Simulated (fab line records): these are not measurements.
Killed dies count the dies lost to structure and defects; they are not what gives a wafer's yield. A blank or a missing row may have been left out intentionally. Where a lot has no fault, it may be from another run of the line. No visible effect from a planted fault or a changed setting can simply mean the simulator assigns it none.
Which of the tools did it?	flow berkeley-cmos170	Sampling: 14 lots, 42 wafers, 5 of 331 route steps

== WHAT THE GAUGES SHOWED, per wafer ==
UCB170_CONTACT_THK_MEAS_02.
lot	measured	on	CONTACT_PSG_THK (nm)
L971	day 7 02:13	film-metro-04	698 698 697
L970	day 7 01:15	film-metro-03	700 701 696
L973	day 7 11:36	film-metro-01	707 701 701
L972	day 7 13:23	film-metro-03	702 708 705
L974	day 8 10:22	film-metro-03	703 703 704
L976	day 8 15:48	film-metro-04	699 699 702
L978	day 8 20:52	film-metro-03	702 704 700
L983	day 10 18:24	film-metro-01	712 716 713
L985	day 10 16:38	film-metro-01	730 730 723
L986	day 11 00:22	film-metro-01	699 695 698
L987	day 11 00:22	film-metro-04	709 713 709
L990	day 11 08:42	film-metro-01	693 692 694
L989	day 11 08:38	film-metro-01	701 702 700
L991	day 11 17:14	film-metro-01	708 712 709

UCB170_CONTACT_CD_MEAS_15: target cd 700 nm.
lot	measured	on	cd-nm (nm)
L971	day 7 04:07	cd-sem-02	699.4 698.2 697.7
L970	day 7 03:15	cd-sem-02	697.6 697.6 698.6
L973	day 7 14:02	cd-sem-01	700.4 699.7 700.3
L972	day 7 16:14	cd-sem-02	699.3 700.1 699.9
L974	day 8 12:11	cd-sem-01	698.6 698.1 698.2
L976	day 8 19:05	cd-sem-02	697.6 698.0 698.0
L978	day 8 22:44	cd-sem-02	701.0 702.5 701.7
L983	day 10 20:38	cd-sem-02	698.5 699.7 701.0
L985	day 10 19:31	cd-sem-01	698.6 697.8 697.5
L986	day 11 02:17	cd-sem-01	699.6 698.9 698.5
L987	day 11 02:34	cd-sem-01	699.9 699.5 699.8
L990	day 11 12:25	cd-sem-01	700.2 698.2 698.2
L989	day 11 12:11	cd-sem-01	700.6 700.3 700.5
L991	day 11 19:17	cd-sem-01	698.9 697.4 696.5

UCB170_M1_RS_MEAS_01: a four-point-probe measurement.
lot	measured	on	M1_AL_RS (ohm/sq)
L971	day 7 05:04	film-metro-02	0.0486 0.0484 0.0488
L970	day 7 04:02	film-metro-02	0.0482 0.0489 0.0499
L973	day 7 14:50	film-metro-02	0.0485 0.0482 0.0486
L972	day 7 17:11	film-metro-03	0.0487 0.0490 0.0489
L974	day 8 12:58	film-metro-01	0.0483 0.0479 0.0477
L976	day 8 19:53	film-metro-01	0.0481 0.0481 0.0482
L978	day 8 23:32	film-metro-02	0.0486 0.0481 0.0484
L983	day 10 21:25	film-metro-01	0.0485 0.0480 0.0483
L985	day 10 20:28	film-metro-03	0.0473 0.0475 0.0468
L986	day 11 03:04	film-metro-02	0.0475 0.0478 0.0482
L987	day 11 03:20	film-metro-03	0.0480 0.0497 0.0485
L990	day 11 13:11	film-metro-02	0.0479 0.0488 0.0495
L989	day 11 12:58	film-metro-02	0.0480 0.0481 0.0482
L991	day 11 20:04	film-metro-01	0.0480 0.0491 0.0477

== WHAT TOOL EACH LOT RAN ON (gives the tool, then ch and the chambers of the sampled wafers, and finally the start) ==
lot	UCB170_GATE_ETCH_15	UCB170_CONTACT_CVD_01
L971	rie-si-01 ch 0,2, day 6 07:50	lpcvd-02 ch 1, day 7 00:25
L970	rie-si-02 ch 1,3, day 6 08:07	lpcvd-01 ch 1, day 6 23:28
L973	rie-si-01 ch 0,2,3, day 6 17:32	lpcvd-02 ch 0, day 7 09:49
L972	rie-si-02 ch 0,1,3, day 6 18:02	lpcvd-02 ch 0, day 7 11:36
L974	rie-si-01 ch 0,2,3, day 7 11:58	lpcvd-02 ch 1, day 8 08:35
L976	rie-si-02 ch 0,2,3, day 7 18:10	lpcvd-02 ch 1, day 8 13:07
L978	rie-si-02 ch 1,2,3, day 8 00:39	lpcvd-01 ch 1, day 8 19:04
L983	rie-si-02 ch 0,1,2, day 9 21:02	lpcvd-02 ch 0, day 10 16:37
L985	rie-si-02 ch 0,1,2, day 9 21:25	lpcvd-02 ch 0, day 10 14:50
L986	rie-si-02 ch 1,2,3, day 10 01:57	lpcvd-01 ch 1, day 10 22:35
L987	rie-si-01 ch 0,1,2, day 10 02:13	lpcvd-01 ch 1, day 10 22:35
L990	rie-si-02 ch 0,2, day 10 10:48	lpcvd-01 ch 1, day 11 06:52
L989	rie-si-01 ch 0,1,2, day 10 11:01	lpcvd-01 ch 1, day 11 06:52
L991	rie-si-02 ch 0,2,3, day 10 23:18	lpcvd-01 ch 1, day 11 15:26
- UCB170_GATE_ETCH_15: etches poly-Si in HBr/Cl2, stops on SiO2, time 56.3 s, target depth 278.2 nm.
- UCB170_CONTACT_CVD_01: deposits PSG from SiH4/O2/PH3, target thk 700 nm, time 2820 s.

== WHAT THE TOOLS THEMSELVES READ (means of the sampled wafers that have a number; where no wafer has one, the mark that the record gives instead) ==
UCB170_GATE_ETCH_15.
lot	tool	drypump-motor-current-A (A)	he-backside-leak-sccm (sccm)	oes-product-au (a.u.)	throttle-valve-pct (%)
L971	rie-si-01	5.8	2.67	0.825	26.48
L970	rie-si-02	5.4	2.75	0.824	26.52
L973	rie-si-01	5.9	2.69	0.838	26.42
L972	rie-si-02	5.4	2.80	0.835	26.45
L974	rie-si-01	5.9	2.65	0.831	26.43
L976	rie-si-02	5.3	2.83	0.818	26.29
L978	rie-si-02	5.4	2.85	0.828	26.35
L983	rie-si-02	4.9	2.92	0.839	26.51
L985	rie-si-02	4.9	2.84	0.832	26.49
L986	rie-si-02	5.3	2.72	0.816	26.35
L987	rie-si-01	5.8	2.59	0.820	26.26
L990	rie-si-02	4.8	3.00	0.818	26.35
L989	rie-si-01	5.8	2.66	0.829	26.26
L991	rie-si-02	5.3	2.78	0.823	26.29

UCB170_CONTACT_CVD_01.
lot	tool	ph3-flow-sccm (sccm)	spike-tc-load-C (C)	zone-power-load-pct (%)
L971	lpcvd-02	24.99	471.0	7.4
L970	lpcvd-01	24.97	467.9	7.4
L973	lpcvd-02	25.10	474.0	7.1
L972	lpcvd-02	24.94	473.5	7.1
L974	lpcvd-02	24.98	471.7	7.4
L976	lpcvd-02	24.96	471.3	7.5
L978	lpcvd-01	24.96	469.3	7.4
L983	lpcvd-02	29.91	473.0	7.1
L985	lpcvd-02	29.97	473.8	7.1
L986	lpcvd-01	24.99	469.1	7.4
L987	lpcvd-01	24.93	468.7	7.5
L990	lpcvd-01	25.00	469.0	7.4
L989	lpcvd-01	25.03	468.9	7.4
L991	lpcvd-01	24.97	468.3	7.3

== THE ANSWER, worked out from the rows above alone ==
Rule: the usual values come from the lots themselves. The widest of any qualifying gaps counts: lots, ordered by their means at a reading, are off when they make up no more than a third of the lots, leave a main group of 4 or more, and stand apart from it by 3 or more times the standard deviation of that group's means. If all means in a main group match to the digits the tables above print for the reading, that group is not used. A lot without any number at a reading at which 4 lots or more have one is off too. The other lots that the step has rows for count as sound. Order of review: gauges by route order, followed by the tools' own readings, for which a lot's mean as printed above is used. The first step at which some lot is off is used, and at that step the reading that is off furthest; a lot without a number counts as furthest.
Off at UCB170_CONTACT_CVD_01 (ph3-flow-sccm): L983, L985. Mean 24.98 sccm and standard deviation 0.043 in the main group.
A tool fits if, at that step or a process step before it, it ran every lot that is off, and no sound lot after the first of them. One candidate fits, namely lpcvd-02 at UCB170_CONTACT_CVD_01. Its last sound lot is L976 (day 8 13:07), its first lot that is off L985 (day 10 14:50): a fault that began between those two fits.
On the lots that are off, the tool's own readings at UCB170_CONTACT_CVD_01 differ by more than 5 times the standard deviation of the sound lots' means, which bears it out; ph3-flow-sccm reads 29.94 sccm there versus 24.98 sccm on the sound lots.

== WHAT THE SIMULATOR HAD PUT IN ==
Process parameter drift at UCB170_CONTACT_CVD_01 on lpcvd-02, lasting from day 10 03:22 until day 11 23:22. The setting ph3-flow-sccm was moved by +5, starting from 25.
Lots struck among those shown: L985, L983. This agrees with what the rule above found.
